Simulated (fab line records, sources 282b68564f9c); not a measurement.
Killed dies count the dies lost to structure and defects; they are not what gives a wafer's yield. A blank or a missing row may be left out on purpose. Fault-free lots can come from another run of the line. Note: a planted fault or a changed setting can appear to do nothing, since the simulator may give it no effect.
The tool behind it: which one? :: flow rit_cmos :: 21 wafers from 7 lots sampled at 2 of the route's 202 steps

WHAT THE GAUGES SHOWED, per wafer
RIT_GATE_THK_MEAS_07.
lot: L117
measured: day 2 19:43
on: film_metro-03
GATE_OXIDE_THK (nm): 3.04 3.01 3.09

lot: L119
measured: day 3 08:51
on: film_metro-03
GATE_OXIDE_THK (nm): 2.98 2.98 3.02

lot: L121
measured: day 3 18:16
on: film_metro-03
GATE_OXIDE_THK (nm): 2.96 2.99 3.00

lot: L123
measured: day 4 07:24
on: film_metro-03
GATE_OXIDE_THK (nm): 3.04 3.00 3.06

lot: L130
measured: day 5 15:36
on: film_metro-02
GATE_OXIDE_THK (nm): 2.33 2.42 2.41

lot: L134
measured: day 6 10:14
on: film_metro-04
GATE_OXIDE_THK (nm): 2.87 2.96 2.87

lot: L136
measured: day 6 18:59
on: film_metro-02
GATE_OXIDE_THK (nm): 3.10 3.07 3.14

EACH LOT AND THE TOOL THAT RAN IT (in order: tool; ch and the chambers of the sampled wafers; start)
lot: L117
RIT_GATE_OXIDATION_05: furnace-01 ch 0, day 2 18:22

lot: L119
RIT_GATE_OXIDATION_05: furnace-03 ch 0, day 3 05:57

lot: L121
RIT_GATE_OXIDATION_05: furnace-03 ch 0, day 3 15:44

lot: L123
RIT_GATE_OXIDATION_05: furnace-01 ch 0, day 4 06:04

lot: L130
RIT_GATE_OXIDATION_05: furnace-03 ch 0, day 5 13:17

lot: L134
RIT_GATE_OXIDATION_05: furnace-04 ch 0, day 6 08:55

lot: L136
RIT_GATE_OXIDATION_05: furnace-04 ch 0, day 6 17:01
- RIT_GATE_OXIDATION_05: target thk 3 nm, ox time 270 s.

THE ANSWER, worked out from the rows above alone
Rule: usual is defined by the lots themselves. Put in order of their means at a reading, lots are off if they are a third of the lots or fewer, leave a main group of 4 or more, and stand apart from it by a gap of 3 or more times the standard deviation of the main group's means; of several such gaps the widest counts. A main group is skipped when, at the precision printed for the reading in the tables above, its means are all equal. Also off: a lot with no number at a reading for which 4 or more lots have one. Where the step has rows for the other lots, those lots are counted as sound.
Off: L130, seen at RIT_GATE_THK_MEAS_07 (GATE_OXIDE_THK). The main group: mean 3.01 nm, standard deviation 0.063.
If a tool, at a process step before that reading, ran all the lots that are off and no sound lot after the first of them, it fits. The gauges at RIT_GATE_THK_MEAS_07 are tried like those tools. One candidate fits, namely furnace-03 at RIT_GATE_OXIDATION_05. Its last sound lot is L121 (day 3 15:44), its first lot that is off L130 (day 5 13:17): a fault that began between those two fits.

WHAT HAD BEEN PUT IN BY THE SIMULATOR
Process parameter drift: furnace-03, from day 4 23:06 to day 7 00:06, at RIT_GATE_OXIDATION_05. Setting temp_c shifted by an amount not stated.
Lots struck among those shown: L130. The rule above reached the same finding.
